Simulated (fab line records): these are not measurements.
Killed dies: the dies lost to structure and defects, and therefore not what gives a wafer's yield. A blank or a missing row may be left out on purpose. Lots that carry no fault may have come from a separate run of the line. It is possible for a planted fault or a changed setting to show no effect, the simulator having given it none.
Struck lot and sound lot, side by side | flow ritCmos | 43 steps out of a route of 202
Sound: the wafers L792.1, L792.2, L792.5. Struck: wafer L795.4. (L795.2, L795.5 of the same lot were not struck and are left out.) The cause comes at the end.
At each step with rows: each side's tool, then ch and its chambers, then its first start. Under that, the readings that differ: sound wafers | struck wafers | difference of the means | sigmas: that difference in standard deviations of wafers without a fault.
alike: readings with means less than 2 such deviations apart, plus words and numbers identical on both sides. not compared: withheld readings, readings lacking a value on some wafer, bounds such as >300 that could conceal the same value, and numbers that have no deviation in the record and whose values overlap.
The two part at a step that has a row with sigmas, a row that says differs or no value, or rows on one side only. When numbers do not overlap yet have no deviation, they are printed without sigmas and do not part them. Lack of a reading on every wafer of one side parts them only where that side has two or more wafers.

first, 1 step without rows for these wafers: RIT_NLDD_IMPLANT_08.
RIT_NLDD_STRIP_09: strips in O2, time 180 s.
  sound on plasmaAsher-04 ch 0,1, day 2 22:19; struck on plasmaAsher-02 ch 1, day 3 12:20
  alike: chamberPressureMTorr, drypumpMotorCurrentA
  not compared: rfHoursCounterH
RIT_NLDD_TW_MEAS_10:
  sound on filmMetro-01, day 2 22:29; struck on filmMetro-02, day 3 12:31
  alike: NLDD_TW
then, 6 steps without rows for these wafers: RIT_PLDD_HMDS_00 (prime time 60 s); RIT_PLDD_COAT_01 (resist thk 1000 nm); RIT_PLDD_SOFTBAKE_02 (time 60 s); RIT_PLDD_EXPOSE_03 (exposes mask M8, target cd 40900 nm); RIT_PLDD_PEB_04; RIT_PLDD_DEVELOP_05 (develop time 50 s).
RIT_PLDD_OVL_MEAS_06:
  sound on overlay-01, day 2 23:32; struck on overlay-01, day 3 13:25
  alike: PLDD_OVL
then, 2 steps without rows for these wafers: RIT_PLDD_HARDBAKE_07 (time 60 s); RIT_PLDD_IMPLANT_08.
RIT_PLDD_STRIP_09: strips in O2, time 180 s.
  sound on plasmaAsher-03 ch 0,1, day 2 23:52; struck on plasmaAsher-03 ch 1, day 3 13:45
  alike: chamberPressureMTorr, drypumpMotorCurrentA
  not compared: rfHoursCounterH
RIT_PLDD_TW_MEAS_10:
  sound on filmMetro-02, day 3 00:02; struck on filmMetro-02, day 3 13:56
  alike: PLDD_TW
then, 4 steps without rows for these wafers: RIT_SPACER_CLEAN_00 (cleans in SC1, time 600 s); RIT_SPACER_CLEAN_01 (cleans in dHF, time 30 s); RIT_SPACER_CLEAN_02 (cleans in SC2, time 600 s); RIT_SPACER_CVD_03 (deposits Si3N4 from SiH2Cl2/NH3, target thk 250 nm, time 3300 s).
RIT_SPACER_THK_MEAS_04:
  sound on filmMetro-04, day 3 02:31; struck on filmMetro-04, day 3 16:21
  alike: SPACER_NITRIDE_THK
RIT_SPACER_ETCHBACK_05: etches Si3N4 in SF6/CHF3, stops on SiO2, target depth 250 nm, time 240 s.
  sound on rieDiel-03 ch 0,2, day 3 02:34; struck on rieDiel-01 ch 2, day 3 16:24
reading              | sound             | struck | difference | sigmas
rfFwdPowerW (W)      | 249.7 250.3 250.2 | 248.2  | -1.9       | -2
throttleValvePct (%) | 10.48 10.62 10.64 | 10.13  | -0.45      | -3
  alike: chamberPressureMTorr, drypumpMotorCurrentA, oesProductAu
  not compared: rfHoursCounterH
then, 6 steps without rows for these wafers: RIT_NSD_HMDS_00 (prime time 60 s); RIT_NSD_COAT_01 (resist thk 1000 nm); RIT_NSD_SOFTBAKE_02 (time 60 s); RIT_NSD_EXPOSE_03 (exposes mask M9, target cd 40700 nm); RIT_NSD_PEB_04; RIT_NSD_DEVELOP_05 (develop time 50 s).
RIT_NSD_OVL_MEAS_06:
  sound on overlay-01, day 3 03:42; struck on overlay-01, day 3 17:32
  alike: NSD_OVL
then, 2 steps without rows for these wafers: RIT_NSD_HARDBAKE_07 (time 60 s); RIT_NSD_IMPLANT_08.
RIT_NSD_STRIP_09: strips in O2, time 180 s.
  sound on plasmaAsher-04 ch 0,1, day 3 04:02; struck on plasmaAsher-02 ch 0, day 3 17:52
reading                  | sound          | struck | difference | sigmas
drypumpMotorCurrentA (A) | 5.42 5.64 5.44 | 6.16   | +0.66      | +3
  alike: chamberPressureMTorr
  not compared: rfHoursCounterH
RIT_NSD_TW_MEAS_10:
  sound on filmMetro-02, day 3 04:13; struck on filmMetro-02, day 3 18:02
  alike: NSD_TW
then, 6 steps without rows for these wafers: RIT_PSD_HMDS_00 (prime time 60 s); RIT_PSD_COAT_01 (resist thk 1000 nm); RIT_PSD_SOFTBAKE_02 (time 60 s); RIT_PSD_EXPOSE_03 (exposes mask M10, target cd 40900 nm); RIT_PSD_PEB_04; RIT_PSD_DEVELOP_05 (develop time 50 s).
RIT_PSD_OVL_MEAS_06:
  sound on overlay-01, day 3 05:22; struck on overlay-02, day 3 19:05
  alike: PSD_OVL
then, 2 steps without rows for these wafers: RIT_PSD_HARDBAKE_07 (time 60 s); RIT_PSD_IMPLANT_08.
RIT_PSD_STRIP_09: strips in O2, time 180 s.
  sound on plasmaAsher-02 ch 0,1, day 3 05:41; struck on plasmaAsher-02 ch 1, day 3 19:25
  alike: chamberPressureMTorr, drypumpMotorCurrentA
  not compared: rfHoursCounterH
RIT_PSD_TW_MEAS_10:
  sound on filmMetro-02, day 3 05:52; struck on filmMetro-03, day 3 19:35
  alike: PSD_TW
RIT_M1_PROBE_99:
  sound on prober-01, day 3 13:37; struck on prober-01, day 4 04:07
reading          | sound  | struck | difference | sigmas
killedAtFrontEnd | 5 13 4 | 24     | +17        | +5
killedDies       | 6 13 4 | 24     | +16        | +5
killedOnRim      | 1 5 0  | 10     | +8         | +6
killedOpen       | 4 8 2  | 0      | -5         | -2
  alike: killedAtContacts, killedShort

## WHERE THEY PART
First at RIT_SPACER_ETCHBACK_05; last, within this record, at RIT_M1_PROBE_99.

WHY: what had been put in by the simulator
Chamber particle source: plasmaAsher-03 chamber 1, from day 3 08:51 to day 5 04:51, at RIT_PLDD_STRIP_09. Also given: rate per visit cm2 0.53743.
